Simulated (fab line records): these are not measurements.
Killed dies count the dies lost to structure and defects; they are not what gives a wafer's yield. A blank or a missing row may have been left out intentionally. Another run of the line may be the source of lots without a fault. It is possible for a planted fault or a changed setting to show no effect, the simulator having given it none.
Split-lot experiment    flow ritCmos    5 lots, 23 wafers read, on a route of 202 steps

## ABOUT THE SPLIT
At RIT_SPACER_CVD_03 (deposits Si3N4 from SiH2Cl2/NH3, target thk 250 nm, time 3300 s), the setting timeS was moved away from the recipe's 3300 s on 15 of the 23 wafers read, by -13.0% to +6.0%. This setting was run at the recipe's value on the other wafers.

Between the split and the reading, the file records no step.

## THE READING
At RIT_SPACER_THK_MEAS_04: SPACER_NITRIDE_THK, given in nm. A value of 250.1 nm with a standard deviation of 1.6 nm is what fault-free wafers of this fab line usually give.

wafer   tool, chamber at the split  timeS as run, s  against the recipe  SPACER_NITRIDE_THK, nm  against lot-mates on the recipe
L074.1  lpcvd-02, 1                 3300             recipe              249.1                   -
L074.3  lpcvd-02, 1                 3300             recipe              249.6                   -
L074.5  lpcvd-02, 1                 3300             recipe              249.6                   -
L079.1  -, -                        3499             +6.0%               266.0                   no lot-mate on the recipe
L079.2  -, -                        3499             +6.0%               265.9                   no lot-mate on the recipe
L079.3  -, -                        3499             +6.0%               267.3                   no lot-mate on the recipe
L079.5  -, -                        3499             +6.0%               262.5                   no lot-mate on the recipe
L079.6  -, -                        3499             +6.0%               263.4                   no lot-mate on the recipe
L080.2  -, -                        2870             -13.0%              216.1                   no lot-mate on the recipe
L080.3  -, -                        2870             -13.0%              221.2                   no lot-mate on the recipe
L080.4  -, -                        2870             -13.0%              217.5                   no lot-mate on the recipe
L080.5  -, -                        2870             -13.0%              216.2                   no lot-mate on the recipe
L080.6  -, -                        2870             -13.0%              217.5                   no lot-mate on the recipe
L082.2  -, -                        2898             -12.2%              221.5                   no lot-mate on the recipe
L082.3  -, -                        2898             -12.2%              219.9                   no lot-mate on the recipe
L082.4  -, -                        2898             -12.2%              220.5                   no lot-mate on the recipe
L082.5  -, -                        2898             -12.2%              220.2                   no lot-mate on the recipe
L082.6  -, -                        2898             -12.2%              219.5                   no lot-mate on the recipe
L085.1  -, -                        3300             recipe              252.5                   -
L085.2  -, -                        3300             recipe              251.0                   -
L085.4  -, -                        3300             recipe              251.7                   -
L085.5  -, -                        3300             recipe              253.5                   -
L085.6  -, -                        3300             recipe              251.9                   -

FIT RESULTS
A straight line over all 23 wafers: SPACER_NITRIDE_THK changes by +2.49 nm for each +1% of timeS; r = +1.00; the points scatter about the line by 1.7 nm.
Too few moved wafers have a lot-mate on the recipe to fit a line with each lot's own level taken away.

## THE WHOLE CHAIN: every reading that the file lists as answering this split, in the file's order
step                    what it does                                                              reading                                                                        change (the file's fit)              r (the file's)
RIT_SPACER_CVD_03       deposits Si3N4 from SiH2Cl2/NH3, target thk 250 nm, time 3300 s           Si3N4_of_SPACER_CVD_03.thkNm (the simulator's own value, which no gauge read)  +2.5 nm for each +1% of the setting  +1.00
RIT_SPACER_THK_MEAS_04                                                                            SPACER_NITRIDE_THK                                                             +2.49 for each +1% of the setting    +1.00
RIT_SPACER_ETCHBACK_05  etches Si3N4 in SF6/CHF3, stops on SiO2, target depth 250 nm, time 240 s  etch.depthNm (the simulator's own value, which no gauge read)                  +2.5 nm for each +1% of the setting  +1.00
RIT_SPACER_ETCHBACK_05  etches Si3N4 in SF6/CHF3, stops on SiO2, target depth 250 nm, time 240 s  Si3N4_of_SPACER_CVD_03.thkNm (the simulator's own value, which no gauge read)  +1.9 nm for each +1% of the setting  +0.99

## THE FILE'S OWN FIT
SPACER_NITRIDE_THK changes by +2.49 nm for each +1% of timeS, r = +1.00.
